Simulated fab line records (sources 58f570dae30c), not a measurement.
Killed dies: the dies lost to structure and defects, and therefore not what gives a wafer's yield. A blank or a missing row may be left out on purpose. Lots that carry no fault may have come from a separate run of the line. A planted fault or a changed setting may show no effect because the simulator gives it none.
Which tool did it? + flow berkeley cmos170 + 14 lots, 42 wafers sampled, at 6 steps of a route of 331

== WHAT EACH GAUGE READ, for each wafer ==
UCB170_V1_OVL_MEAS_13.
| lot  | measured     | on         | V1_OVL (nm) |
|------|--------------|------------|-------------|
| L320 | day 8 02:39  | overlay-01 | 12 0 3      |
| L321 | day 8 05:47  | overlay-01 | 6 -1 -9     |
| L322 | day 8 06:03  | overlay-02 | -6 -7 4     |
| L323 | day 9 01:56  | overlay-01 | -4 1 -8     |
| L324 | day 9 03:07  | overlay-01 | -3 1 1      |
| L326 | day 9 03:14  | overlay-02 | -12 -11 -2  |
| L325 | day 9 04:55  | overlay-01 | -4 -2 -8    |
| L330 | day 10 02:02 | overlay-02 | -6 -5 -4    |
| L332 | day 10 19:23 | overlay-01 | -3 0 3      |
| L333 | day 10 19:56 | overlay-02 | -9 -17 -5   |
| L335 | day 11 17:31 | overlay-01 | -2 5 -6     |
| L337 | day 11 18:16 | overlay-01 | 4 -4 -9     |
| L340 | day 12 12:57 | overlay-01 | -12 -1 -15  |
| L339 | day 12 16:42 | overlay-02 | -1 -3 -4    |

UCB170_M2_THK_MEAS_03: measures by xrf.
| lot  | measured     | on            | M2_AL_THK (nm) |
|------|--------------|---------------|----------------|
| L320 | day 8 03:22  | film metro-04 | 862 870 875    |
| L321 | day 8 06:30  | film metro-02 | 865 875 868    |
| L322 | day 8 06:45  | film metro-03 | 880 889 880    |
| L323 | day 9 02:39  | film metro-03 | 882 866 869    |
| L324 | day 9 03:50  | film metro-04 | 877 878 886    |
| L326 | day 9 03:56  | film metro-02 | 885 891 890    |
| L325 | day 9 05:39  | film metro-02 | 883 869 876    |
| L330 | day 10 02:45 | film metro-04 | 885 888 882    |
| L332 | day 10 20:06 | film metro-02 | 860 869 865    |
| L333 | day 10 20:39 | film metro-03 | 866 855 867    |
| L335 | day 11 18:14 | film metro-02 | 879 874 890    |
| L337 | day 11 18:59 | film metro-02 | 853 865 860    |
| L340 | day 12 13:40 | film metro-04 | 880 870 870    |
| L339 | day 12 17:25 | film metro-02 | 871 876 863    |

UCB170_M2_CD_MEAS_90: the cd target is 700 nm.
| lot  | measured     | on        | cd nm (nm)        |
|------|--------------|-----------|-------------------|
| L320 | day 8 05:52  | cd sem-01 | 702.6 699.9 700.7 |
| L321 | day 8 08:46  | cd sem-01 | 693.6 696.6 697.9 |
| L322 | day 8 08:59  | cd sem-02 | 699.2 703.2 699.5 |
| L323 | day 9 05:12  | cd sem-02 | 700.8 701.2 697.9 |
| L324 | day 9 06:07  | cd sem-02 | 703.9 700.7 703.6 |
| L326 | day 9 06:34  | cd sem-02 | 700.2 701.2 698.5 |
| L325 | day 9 07:58  | cd sem-02 | 699.1 700.6 702.2 |
| L330 | day 10 05:35 | cd sem-02 | 709.9 705.8 708.7 |
| L332 | day 10 22:41 | cd sem-02 | 712.5 712.0 710.0 |
| L333 | day 10 23:38 | cd sem-01 | 698.9 697.3 698.9 |
| L335 | day 11 21:23 | cd sem-02 | 701.3 701.9 700.6 |
| L337 | day 11 22:11 | cd sem-01 | 699.8 699.8 699.3 |
| L340 | day 12 15:59 | cd sem-02 | 701.0 697.9 695.6 |
| L339 | day 12 20:56 | cd sem-02 | 697.1 698.4 699.7 |

== EACH LOT AND THE TOOL THAT RAN IT (in order: tool; ch and the chambers of the sampled wafers; start) ==
| lot  | UCB170_V1_STRIP_15                   | UCB170_M2_METAL_ETCH_18           | UCB170_M2_STRIP_19                   |
|------|--------------------------------------|-----------------------------------|--------------------------------------|
| L320 | plasma asher-04 ch 0,1, day 8 02:53  | rie metal-01 ch 0,1, day 8 05:34  | plasma asher-01 ch 0,1, day 8 05:46  |
| L321 | plasma asher-04 ch 0,1, day 8 06:01  | rie metal-02 ch 0,1, day 8 08:29  | plasma asher-03 ch 0,1, day 8 08:39  |
| L322 | plasma asher-04 ch 0,1, day 8 06:16  | rie metal-01 ch 0,1, day 8 08:42  | plasma asher-01 ch 0,1, day 8 08:53  |
| L323 | plasma asher-04 ch 0,1, day 9 02:10  | rie metal-01 ch 0,1, day 9 04:53  | plasma asher-01 ch 0,1, day 9 05:05  |
| L324 | plasma asher-04 ch 0,1, day 9 03:20  | rie metal-04 ch 0,1, day 9 05:50  | plasma asher-03 ch 0,1, day 9 06:01  |
| L326 | plasma asher-01 ch 1, day 9 03:27    | rie metal-02 ch 1, day 9 06:17    | plasma asher-02 ch 0,1, day 9 06:28  |
| L325 | plasma asher-02 ch 0,1, day 9 05:08  | rie metal-04 ch 0,1, day 9 07:40  | plasma asher-02 ch 0,1, day 9 07:52  |
| L330 | plasma asher-04 ch 0,1, day 10 02:17 | rie metal-01 ch 0,1, day 10 05:19 | plasma asher-01 ch 0,1, day 10 05:28 |
| L332 | plasma asher-01 ch 0,1, day 10 19:36 | rie metal-01 ch 0, day 10 22:15   | plasma asher-01 ch 0,1, day 10 22:34 |
| L333 | plasma asher-01 ch 0,1, day 10 20:09 | rie metal-04 ch 1, day 10 23:20   | plasma asher-01 ch 0, day 10 23:31   |
| L335 | plasma asher-01 ch 0,1, day 11 17:44 | rie metal-02 ch 0,1, day 11 21:04 | plasma asher-03 ch 0,1, day 11 21:16 |
| L337 | plasma asher-04 ch 0,1, day 11 18:29 | rie metal-04 ch 0,1, day 11 21:54 | plasma asher-01 ch 1, day 11 22:05   |
| L340 | plasma asher-02 ch 0,1, day 12 13:11 | rie metal-04 ch 0,1, day 12 15:43 | plasma asher-01 ch 0,1, day 12 15:53 |
| L339 | plasma asher-02 ch 0,1, day 12 16:55 | rie metal-02 ch 0,1, day 12 20:39 | plasma asher-01 ch 0,1, day 12 20:50 |
- UCB170_V1_STRIP_15: strips in O2.
- UCB170_M2_METAL_ETCH_18: etches Al in Cl2/BCl3, stops on SiO2, target depth 1170 nm, time 195 s.
- UCB170_M2_STRIP_19: strips in O2.

== AS READ BY THE TOOLS THEMSELVES (means over the sampled wafers that have a number; for cases with no such wafer, the mark the record gives instead) ==
UCB170_V1_STRIP_15.
| lot  | tool            | drypump motor current A (A) | oes product au (a.u.) | strip time to endpoint s (s) |
|------|-----------------|-----------------------------|-----------------------|------------------------------|
| L320 | plasma asher-04 | 5.93                        | 0.721                 | 15.34                        |
| L321 | plasma asher-04 | 5.94                        | 0.723                 | 15.33                        |
| L322 | plasma asher-04 | 5.92                        | 0.720                 | 15.24                        |
| L323 | plasma asher-04 | 6.12                        | 0.723                 | 15.38                        |
| L324 | plasma asher-04 | 6.15                        | 0.724                 | 15.36                        |
| L326 | plasma asher-01 | 6.21                        | 0.723                 | 15.31                        |
| L325 | plasma asher-02 | 6.23                        | 0.719                 | 15.39                        |
| L330 | plasma asher-04 | 5.93                        | 0.722                 | 15.42                        |
| L332 | plasma asher-01 | 6.12                        | 0.720                 | 15.29                        |
| L333 | plasma asher-01 | 6.12                        | 0.725                 | 15.31                        |
| L335 | plasma asher-01 | 6.14                        | 0.721                 | 15.40                        |
| L337 | plasma asher-04 | 6.16                        | 0.722                 | 15.27                        |
| L340 | plasma asher-02 | 6.24                        | 0.719                 | 15.22                        |
| L339 | plasma asher-02 | 6.22                        | 0.718                 | 15.32                        |

UCB170_M2_METAL_ETCH_18.
| lot  | tool         | drypump motor current A (A) | oes product au (a.u.) | throttle valve pct (%) |
|------|--------------|-----------------------------|-----------------------|------------------------|
| L320 | rie metal-01 | 5.6                         | 0.855                 | 24.30                  |
| L321 | rie metal-02 | 5.7                         | 0.830                 | 24.45                  |
| L322 | rie metal-01 | 5.7                         | 0.863                 | 24.28                  |
| L323 | rie metal-01 | 5.6                         | 0.857                 | 24.23                  |
| L324 | rie metal-04 | 6.3                         | 0.851                 | 24.39                  |
| L326 | rie metal-02 | 5.7                         | 0.833                 | 24.52                  |
| L325 | rie metal-04 | 6.1                         | 0.853                 | 24.43                  |
| L330 | rie metal-01 | 5.6                         | 0.972                 | 24.23                  |
| L332 | rie metal-01 | 5.7                         | 0.966                 | 24.29                  |
| L333 | rie metal-04 | 5.8                         | 0.851                 | 24.49                  |
| L335 | rie metal-02 | 5.8                         | 0.846                 | 24.36                  |
| L337 | rie metal-04 | 6.0                         | 0.845                 | 24.43                  |
| L340 | rie metal-04 | 6.1                         | 0.855                 | 24.43                  |
| L339 | rie metal-02 | 5.8                         | 0.842                 | 24.37                  |

UCB170_M2_STRIP_19.
| lot  | tool            | drypump motor current A (A) | oes product au (a.u.) |
|------|-----------------|-----------------------------|-----------------------|
| L320 | plasma asher-01 | 6.12                        | 0.528                 |
| L321 | plasma asher-03 | 5.96                        | 0.556                 |
| L322 | plasma asher-01 | 6.06                        | 0.526                 |
| L323 | plasma asher-01 | 6.03                        | 0.540                 |
| L324 | plasma asher-03 | 5.98                        | 0.529                 |
| L326 | plasma asher-02 | 6.22                        | 0.541                 |
| L325 | plasma asher-02 | 6.24                        | 0.544                 |
| L330 | plasma asher-01 | 6.13                        | 0.658                 |
| L332 | plasma asher-01 | 6.13                        | 0.660                 |
| L333 | plasma asher-01 | 5.92                        | 0.529                 |
| L335 | plasma asher-03 | 5.96                        | 0.547                 |
| L337 | plasma asher-01 | 6.23                        | 0.531                 |
| L340 | plasma asher-01 | 6.01                        | 0.535                 |
| L339 | plasma asher-01 | 6.11                        | 0.545                 |

== THE ANSWER, worked out from the rows above alone ==
Rule: the usual values come from the lots themselves. Put in order of their means at a reading, lots are off if they are a third of the lots or fewer, leave a main group of 4 or more, and stand apart from it by a gap of 3 or more times the standard deviation of the main group's means; of several such gaps the widest counts. If all means in a main group match to the digits the tables above print for the reading, that group is not used. A lot without any number at a reading at which 4 lots or more have one is off too. The other lots that the step has rows for count as sound. After the gauges, taken in route order, come the tools' own readings; for these a lot's mean is taken, as printed above. At the first step where some lot is off, the reading lying furthest off is the one used; lots without a number count as furthest.
Off, at UCB170_M2_CD_MEAS_90 on cd nm: L330, L332. Main group: mean 699.7 nm, sd 1.7.
If a tool, at a process step before that reading, ran all the lots that are off and no sound lot after the first of them, it fits. The gauges at UCB170_M2_CD_MEAS_90 aren't tried: what is off there is off at UCB170_M2_METAL_ETCH_18 too, on other tools, and a gauge's error can't cause that. One fits: rie metal-01 at UCB170_M2_METAL_ETCH_18. A fault onset in the window from L323 (day 9 04:53, its last sound lot) to L330 (day 10 05:19, its first lot off) fits.
On the lots that are off, the tool's own readings at UCB170_M2_METAL_ETCH_18 differ by more than 5 times the standard deviation of the sound lots' means, which bears it out; oes product au reads 0.969 a.u. there versus 0.848 a.u. on the sound lots.

== WHAT WAS PUT IN BY THE SIMULATOR ==
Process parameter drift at UCB170_M2_METAL_ETCH_18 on rie metal-01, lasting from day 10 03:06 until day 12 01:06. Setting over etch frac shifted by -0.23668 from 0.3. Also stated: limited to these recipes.
Lots struck among those shown: L330, L332. This agrees with what the rule above found.
